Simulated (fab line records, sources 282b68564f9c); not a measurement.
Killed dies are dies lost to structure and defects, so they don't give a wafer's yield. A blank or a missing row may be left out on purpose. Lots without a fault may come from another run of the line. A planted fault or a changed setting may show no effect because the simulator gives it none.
Split-lot experiment | flow rit_cmos | 5 lots, 23 wafers read, on a route of 202 steps

THE SPLIT
At RIT_NLDD_COAT_01 (resist thk 1000 nm), the setting spin_rpm was moved away from the recipe's 3250 rpm on 7 of the 23 wafers read, by -6.9% to +5.5%. The other wafers ran this setting at the recipe's value.

FROM THE SPLIT TO THE READING: what the file shows between them, 3 steps
- RIT_NLDD_SOFTBAKE_02: time 60 s
- RIT_NLDD_EXPOSE_03: exposes mask M7, target cd 40700 nm
- RIT_NLDD_DEVELOP_05: develop time 50 s

THE READING
NOVOLAK_of_NLDD_COAT_01.thk_nm (the simulator's own value, which no gauge read), in nm, at RIT_NLDD_HARDBAKE_07 (time 60 s). The file gives no usual value for it. The 16 wafers here that ran the recipe average 887.9 nm, standard deviation 3.1 nm.

wafer  | tool, chamber at the split | spin_rpm as run, rpm | against the recipe | NOVOLAK_of_NLDD_COAT_01.thk_nm, nm | against lot-mates on the recipe
L075.1 | litho_track-04, 0          | 3250                 | recipe             | 891.2                              | -
L075.2 | litho_track-04, 0          | 3250                 | recipe             | 890.4                              | -
L075.3 | litho_track-04, 0          | 3250                 | recipe             | 893                                | -
L077.1 | litho_track-04, 0          | 3250                 | recipe             | 885                                | -
L077.3 | litho_track-04, 0          | 3068                 | -5.6%              | 911.5                              | +25.1
L077.4 | litho_track-04, 0          | 3068                 | -5.6%              | 912                                | +25.6
L077.5 | litho_track-04, 0          | 3250                 | recipe             | 887.1                              | -
L077.6 | litho_track-04, 0          | 3250                 | recipe             | 887.2                              | -
L078.2 | litho_track-03, 0          | 3250                 | recipe             | 881.9                              | -
L078.3 | litho_track-03, 0          | 3250                 | recipe             | 883.6                              | -
L078.4 | litho_track-03, 0          | 3027                 | -6.9%              | 914.3                              | +31.5
L078.5 | litho_track-03, 0          | 3027                 | -6.9%              | 913.6                              | +30.8
L078.6 | litho_track-03, 0          | 3250                 | recipe             | 883                                | -
L080.1 | litho_track-01, 0          | 3250                 | recipe             | 889.5                              | -
L080.2 | litho_track-01, 0          | 3250                 | recipe             | 888.4                              | -
L080.3 | litho_track-01, 0          | 3250                 | recipe             | 888.1                              | -
L080.4 | litho_track-01, 0          | 3250                 | recipe             | 890.6                              | -
L080.6 | litho_track-01, 0          | 3250                 | recipe             | 887.7                              | -
L084.1 | litho_track-01, 0          | 3429                 | +5.5%              | 863.1                              | -26.8
L084.3 | litho_track-01, 0          | 3429                 | +5.5%              | 864.5                              | -25.4
L084.4 | litho_track-01, 0          | 3250                 | recipe             | 888.5                              | -
L084.5 | litho_track-01, 0          | 3429                 | +5.5%              | 865.7                              | -24.1
L084.6 | litho_track-01, 0          | 3250                 | recipe             | 891.2                              | -

THE FIT
A straight line over all 23 wafers: NOVOLAK_of_NLDD_COAT_01.thk_nm changes by -4.09 nm for each +1% of spin_rpm; r = -0.98; the points scatter about the line by 2.8 nm.
The same after taking each lot's own level away (the mean of its wafers on the recipe; 23 wafers): -4.56 nm for each +1%; r = -1.00; scatter 1 nm.
On that fit, the largest move of spin_rpm shifts the reading by 31 nm.
The lots' own levels span 882.83 to 891.53 nm, that is 2.8 times the standard deviation above.
So the lot-to-lot level changes the slope: the two fits differ.
Check: with one of the wafers moved furthest among these (-6.9%) left out of the fit, the line predicts +31.2 nm for it against its lot-mates. It came out at +31.5 nm against them.

OTHER SPLITS ON THESE WAFERS
These wafers also went through other splits before the reading. Each is held against what the fit with the lots' levels taken away leaves over:
other split on the same wafers  | wafers away from the commonest value | r with NOVOLAK_of_NLDD_COAT_01.thk_nm (lot level and that fit taken away)
RIT_PRETRO_IMPLANT_08 dose_cm2  | 6                                    | -0.01
RIT_GATE_CVD_08 temp_c          | 18                                   | +0.04
RIT_GATE_DEVELOP_15 dev_temp_c  | 7                                    | +0.18
RIT_REOX_OXIDATION_03 ox_time_s | 15                                   | +0.02

THE WHOLE CHAIN: every reading that the file lists as answering this split, in the file's order
step                 | what it does       | reading                                                                         | change (the file's fit)              | r (the file's)
RIT_NLDD_COAT_01     | resist thk 1000 nm | NOVOLAK_of_NLDD_COAT_01.thk_nm (the simulator's own value, which no gauge read) | -5.2 nm for each +1% of the setting  | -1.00
RIT_NLDD_HARDBAKE_07 | time 60 s          | NOVOLAK_of_NLDD_COAT_01.thk_nm (the simulator's own value, which no gauge read) | -4.55 nm for each +1% of the setting | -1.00

THE FILE'S OWN FIT
NOVOLAK_of_NLDD_COAT_01.thk_nm changes by -4.55 nm for each +1% of spin_rpm, r = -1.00.
